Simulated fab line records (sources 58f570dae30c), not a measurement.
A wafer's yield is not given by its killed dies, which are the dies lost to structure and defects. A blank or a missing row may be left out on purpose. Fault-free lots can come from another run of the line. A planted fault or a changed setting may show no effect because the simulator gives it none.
Which tool did it? + flow berkeley-cmos170 + 7 lots with 21 wafers sampled at 2 steps, on a route of 331 steps

== WHAT THE GAUGES SHOWED, per wafer ==
UCB170_SILICIDE_RS_MEAS_02: a four-point-probe measurement.
| lot  | measured     | on            | SILICIDE_TI_RS (ohm/sq) |
|------|--------------|---------------|-------------------------|
| L270 | day 9 17:11  | film-metro-04 | 26.6 27.0 26.7          |
| L274 | day 10 11:13 | film-metro-01 | 25.5 26.0 25.5          |
| L275 | day 10 11:48 | film-metro-04 | 25.9 26.2 25.9          |
| L278 | day 11 03:12 | film-metro-04 | 26.8 26.9 39.6          |
| L281 | day 11 14:33 | film-metro-02 | 38.0 25.9 26.0          |
| L286 | day 12 02:10 | film-metro-04 | 26.2 26.3 25.9          |
| L290 | day 13 01:01 | film-metro-02 | 26.1 25.3 26.0          |

== WHAT TOOL EACH LOT RAN ON (gives the tool, then ch and the chambers of the sampled wafers, and finally the start) ==
| lot  | UCB170_SILICIDE_SPUTTER_01   |
|------|------------------------------|
| L270 | pvd-sputter-02, day 9 17:07  |
| L274 | pvd-sputter-02, day 10 10:58 |
| L275 | pvd-sputter-01, day 10 11:46 |
| L278 | pvd-sputter-02, day 11 03:09 |
| L281 | pvd-sputter-02, day 11 14:29 |
| L286 | pvd-sputter-01, day 12 02:07 |
| L290 | pvd-sputter-01, day 13 00:56 |
- UCB170_SILICIDE_SPUTTER_01: material Ti, target thk 30 nm, time 25 s.

== THE ANSWER, worked out from the rows above alone ==
Rule: usual is defined by the lots themselves. Put in order of their means at a reading, lots are off if they are a third of the lots or fewer, leave a main group of 4 or more, and stand apart from it by a gap of 3 or more times the standard deviation of the main group's means; of several such gaps the widest counts. A main group whose means are all the same, to the digits that the tables above print for the reading, isn't used. Also off: a lot with no number at a reading for which 4 or more lots have one. The other lots that the step has rows for count as sound.
Off: L278, L281, at UCB170_SILICIDE_RS_MEAS_02 (SILICIDE_TI_RS). The main group: mean 26.1 ohm/sq, standard deviation 0.38.
A tool fits if, at a process step before that reading, it ran every lot that is off, and no sound lot after the first of them. Gauges at UCB170_SILICIDE_RS_MEAS_02: tried the same way as those tools. One fits: UCB170_SILICIDE_SPUTTER_01 on pvd-sputter-02. A fault onset in the window from L274 (day 10 10:58, its last sound lot) to L278 (day 11 03:09, its first lot off) fits.

== WHAT THE SIMULATOR HAD PUT IN ==
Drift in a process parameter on pvd-sputter-02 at UCB170_SILICIDE_SPUTTER_01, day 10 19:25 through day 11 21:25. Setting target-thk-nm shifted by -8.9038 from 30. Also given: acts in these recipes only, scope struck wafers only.
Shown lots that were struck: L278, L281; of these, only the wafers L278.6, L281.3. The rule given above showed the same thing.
